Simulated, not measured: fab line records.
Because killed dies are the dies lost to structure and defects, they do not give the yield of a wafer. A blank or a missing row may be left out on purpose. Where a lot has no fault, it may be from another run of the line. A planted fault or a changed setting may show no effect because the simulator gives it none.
Lot-split experiment ; flow rit cmos ; 23 wafers read across 5 lots, on a route 202 steps long

== ABOUT THE SPLIT ==
At RIT_ACTIVE_COAT_06 (resist thk 1000 nm), the setting resist thk nm was moved away from the recipe's 1000 nm on 9 of the 23 wafers read, by -4.7% to +3.0%. The other wafers ran this setting at the recipe's value.

== FROM THE SPLIT TO THE READING: what the file shows between them, 2 steps ==
- RIT_ACTIVE_DEVELOP_10: develop time 50 s (also split here: develop time s)
- RIT_ACTIVE_HARDBAKE_12: time 60 s

== THE READING ==
NOVOLAK_of_ACTIVE_COAT_06.thk nm (the simulator's own value, which no gauge read), in nm, at RIT_ACTIVE_ETCH_13 (etches Si3N4 in SF6, stops on SiO2, time 210 s, target depth 210 nm). No usual value for it is given in the file. Here, 14 wafers ran the recipe; their average is 658.2 nm with a standard deviation of 8 nm.

wafer;tool, chamber at the split;resist thk nm as run, nm;against the recipe;NOVOLAK_of_ACTIVE_COAT_06.thk nm, nm;against lot-mates on the recipe
L074.3;litho track-03, 0;1000;recipe;653.3;-
L074.4;litho track-03, 0;1000;recipe;648.2;-
L074.5;litho track-03, 0;1000;recipe;652.9;-
L077.1;litho track-04, 0;1000;recipe;658;-
L077.2;litho track-04, 0;1000;recipe;672.9;-
L077.3;litho track-04, 0;1030;+3.0%;677.8;+14.1
L077.4;litho track-04, 0;1030;+3.0%;695.4;+31.7
L077.6;litho track-04, 0;1000;recipe;660.1;-
L078.2;litho track-02, 0;1000;recipe;648.9;-
L078.3;litho track-02, 0;1000;recipe;667.9;-
L078.4;litho track-02, 0;953.1;-4.7%;626.1;-30.6
L078.5;litho track-02, 0;953.1;-4.7%;602.4;-54.3
L078.6;litho track-02, 0;1000;recipe;653.2;-
L080.1;litho track-02, 0;971.1;-2.9%;627.9;-35.8
L080.2;litho track-02, 0;971.1;-2.9%;627.2;-36.5
L080.3;litho track-02, 0;971.1;-2.9%;621.3;-42.4
L080.4;litho track-02, 0;1000;recipe;664.2;-
L080.5;litho track-02, 0;1000;recipe;663.2;-
L083.1;litho track-03, 0;1026;+2.6%;686.1;+28.8
L083.2;litho track-03, 0;1000;recipe;645.7;-
L083.3;litho track-03, 0;1000;recipe;657.9;-
L083.5;litho track-03, 0;1026;+2.6%;669;+11.7
L083.6;litho track-03, 0;1000;recipe;668.3;-

THE FIT
A straight line over all 23 wafers: NOVOLAK_of_ACTIVE_COAT_06.thk nm changes by +9.54 nm for each +1% of resist thk nm; r = +0.92; the points scatter about the line by 8.8 nm.
The same after taking each lot's own level away (the mean of its wafers on the recipe; 23 wafers): +9.53 nm for each +1%; r = +0.92; scatter 8.6 nm.
On that fit, the largest move of resist thk nm shifts the reading by 45 nm.
The lots' own levels span 651.47 to 663.70 nm, that is 1.5 times the standard deviation above.
The two slopes are in agreement: the lot-to-lot level therefore moves the slope only a little.
Check: for one of the wafers moved furthest among these (-4.7%), held out of the fit, the line's prediction against its lot-mates is -51.9 nm. It came out at -30.6 nm against them.

== THESE WAFERS: OTHER SPLITS ==
These wafers also went through other splits before the reading. Each is held against what the fit with the lots' levels taken away leaves over:
other split on the same wafers;wafers away from the commonest value;r with NOVOLAK_of_ACTIVE_COAT_06.thk nm (lot level and that fit taken away)
RIT_ACTIVE_OXIDATION_01 ox time s;18;+0.18
RIT_ACTIVE_DEVELOP_10 develop time s;9;-0.21

== THE WHOLE CHAIN: every reading that the file lists as answering this split, in the file's order ==
step;what it does;reading;change (the file's fit);r (the file's)
RIT_ACTIVE_COAT_06;resist thk 1000 nm;NOVOLAK_of_ACTIVE_COAT_06.thk nm (the simulator's own value, which no gauge read);+9.87 nm for each +1% of the setting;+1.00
RIT_ACTIVE_HARDBAKE_12;time 60 s;NOVOLAK_of_ACTIVE_COAT_06.thk nm (the simulator's own value, which no gauge read);+8.64 nm for each +1% of the setting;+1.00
RIT_ACTIVE_ETCH_13;etches Si3N4 in SF6, stops on SiO2, time 210 s, target depth 210 nm;NOVOLAK_of_ACTIVE_COAT_06.thk nm (the simulator's own value, which no gauge read);+9.34 nm for each +1% of the setting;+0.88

== THE FILE'S OWN FIT ==
NOVOLAK_of_ACTIVE_COAT_06.thk nm changes by +9.34 nm for each +1% of resist thk nm, r = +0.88.
